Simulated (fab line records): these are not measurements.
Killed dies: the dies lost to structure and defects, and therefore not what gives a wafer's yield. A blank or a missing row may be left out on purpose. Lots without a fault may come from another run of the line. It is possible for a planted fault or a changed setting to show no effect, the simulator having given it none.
Struck lot and sound lot, side by side || flow berkeley cmos170 || 32 steps out of a route of 331
Sound: these wafers, L279.2, L279.5, L279.6. Struck: wafer L296.4. (L296.2, L296.3 of the same lot were not struck and are left out.) The cause comes at the end.
Each step with rows lists, per side, the tool, then ch with its chambers, then its first start. Under that, the readings that differ: sound wafers || struck wafers || difference of the means || sigmas: that difference in standard deviations of wafers without a fault.
alike: a reading whose means differ by less than 2 such deviations, as well as words and numbers matching on both sides. not compared: withheld readings; readings where some wafer has no value; bounds like >300 that might hide an equal value; numbers whose values overlap and for which the record gives no deviation.
The two part at a step that has a row with sigmas, a row that says differs or no value, or rows on one side only. Numbers that have no deviation but don't overlap get no sigmas and don't part them. Lack of a reading on every wafer of one side parts them only where that side has two or more wafers.

first, 6 steps without rows for these wafers: UCB170_V2_HMDS_06 (prime time 60 s); UCB170_V2_COAT_07 (resist thk 900 nm); UCB170_V2_SOFTBAKE_08 (time 60 s); UCB170_V2_EXPOSE_09 (exposes mask VIA2, target cd 700 nm); UCB170_V2_PEB_10; UCB170_V2_DEVELOP_11 (develop time 45 s).
UCB170_V2_CD_MEAS_12: target cd 700 nm.
  struck on cd sem-01, day 12 02:22; sound on cd sem-02, day 7 18:29
  alike: cd nm
UCB170_V2_OVL_MEAS_13:
  struck on overlay-01, day 12 02:29; sound on overlay-01, day 7 18:35
  alike: V2_OVL
UCB170_V2_ETCH_14: etches SiO2 in CHF3/CF4/Ar, stops on Al, target depth 1250 nm, time 291 s.
  sound on rie diel-03 ch 1,2, day 7 18:37; struck on rie diel-03 ch 1, day 12 02:31
  alike: drypump motor current A, oes product au, throttle valve pct
  not compared: rf hours counter h
UCB170_V2_STRIP_15: strips in O2.
  sound on plasma asher-04 ch 0,1, day 7 18:48; struck on plasma asher-01 ch 0, day 12 02:41
  alike: drypump motor current A, oes product au, strip time to endpoint s
  not compared: rf hours counter h
UCB170_V2_CD_MEAS_90: target cd 700 nm.
  struck on cd sem-02, day 12 02:49; sound on cd sem-01, day 7 18:55
  alike: cd nm
then, 1 step without rows for these wafers: UCB170_M3_PRE_CLEAN_00 (preclean etch time 60 s).
UCB170_M3_SPUTTER_01: material Al, target thk 900 nm, time 120 s.
  struck on pvd sputter-03, day 12 02:58; sound on pvd sputter-01, day 7 19:05
{"reading": "model.Al_of_M3_SPUTTER_01.thk nm (nm)", "sound": "885.2 880.9 892.3", "struck": 1511, "difference": "+625", "sigmas": ""}
  alike: throttle valve pct
UCB170_M3_RS_MEAS_02: the measuring method here is four-point-probe.
  struck on film metro-03, day 12 03:05; sound on film metro-01, day 7 19:11
{"reading": "M3_AL_RS (ohm/sq)", "sound": "0.0327 0.0329 0.0325", "struck": 0.0191, "difference": -0.0136, "sigmas": -41}
UCB170_M3_THK_MEAS_03: measures by xrf.
  struck on film metro-03, day 12 03:11; sound on film metro-01, day 7 19:18
{"reading": "M3_AL_THK (nm)", "sound": "881 877 888", "struck": 1510, "difference": "+628", "sigmas": "+63"}
then, 3 steps without rows for these wafers: UCB170_M3_HMDS_04 (prime time 60 s); UCB170_M3_COAT_05 (resist thk 900 nm); UCB170_M3_SOFTBAKE_06 (time 60 s).
UCB170_M3_STRIP_07: strips in O2.
  sound on plasma asher-03 ch 0,1, day 7 19:59; struck on plasma asher-03 ch 1, day 12 04:08
  alike: drypump motor current A, oes product au, strip time to endpoint s
  not compared: rf hours counter h
then, 7 steps without rows for these wafers: UCB170_M3_STRIP_08 (strips KrF in DMSO, time 600 s); UCB170_M3_COAT_09; UCB170_M3_COAT_10 (resist thk 900 nm); UCB170_M3_SOFTBAKE_11 (time 60 s); UCB170_M3_EXPOSE_12 (exposes mask METAL3, target cd 700 nm); UCB170_M3_PEB_13; UCB170_M3_DEVELOP_14 (develop time 45 s).
UCB170_M3_CD_MEAS_15: target cd 700 nm.
  struck on cd sem-01, day 12 06:30; sound on cd sem-02, day 7 21:07
{"reading": "cd nm (nm)", "sound": "702.3 702.0 702.8", "struck": 699.6, "difference": -2.8, "sigmas": -2}
UCB170_M3_OVL_MEAS_16:
  struck on overlay-02, day 12 06:37; sound on overlay-01, day 7 21:14
  alike: M3_OVL
UCB170_M3_ETCH_17: etches BARC in N2/H2.
  sound on rie diel-01 ch 1,2,3, day 7 21:16; struck on rie diel-02 ch 3, day 12 06:38
{"reading": "oes product au (a.u.)", "sound": "1.024 1.013 0.988", "struck": 0.955, "difference": -0.053, "sigmas": -2}
  alike: drypump motor current A, throttle valve pct
UCB170_M3_METAL_ETCH_18: etches Al in Cl2/BCl3, stops on SiO2, target depth 1170 nm, time 195 s.
  sound on rie metal-01 ch 1, day 7 21:23; struck on rie metal-03 ch 1, day 12 06:41
{"reading": "oes product au (a.u.)", "sound": "0.856 0.844 0.853", "struck": 0.991, "difference": "+0.140", "sigmas": "+9"}
  alike: drypump motor current A, throttle valve pct
  not compared: rf hours counter h
UCB170_M3_STRIP_19: strips in O2.
  sound on plasma asher-03 ch 0,1, day 7 21:48; struck on plasma asher-04 ch 0, day 12 06:52
  alike: drypump motor current A, oes product au
  not compared: rf hours counter h
UCB170_M3_PROBE_99:
  struck on prober-02, day 12 07:22; sound on prober-01, day 7 22:11
{"reading": "model.etest.antenna m3.short", "sound": "0 0 0", "struck": 1, "difference": "+1", "sigmas": ""}
{"reading": "model.etest.antenna m2.short", "sound": "0 0 0", "struck": 1, "difference": "+1", "sigmas": ""}
{"reading": "model.etest.antenna m2.over limit", "sound": "0 0 0", "struck": 1, "difference": "+1", "sigmas": ""}
{"reading": "model.etest.antenna m3.over limit", "sound": "0 0 0", "struck": 1, "difference": "+1", "sigmas": ""}

## WHERE THEY PART
Last at UCB170_M3_METAL_ETCH_18 as far as this record goes, first at UCB170_M3_RS_MEAS_02. Later steps at which nothing parts them and some readings are alike: UCB170_M3_STRIP_19.

WHY: what had been put in by the simulator
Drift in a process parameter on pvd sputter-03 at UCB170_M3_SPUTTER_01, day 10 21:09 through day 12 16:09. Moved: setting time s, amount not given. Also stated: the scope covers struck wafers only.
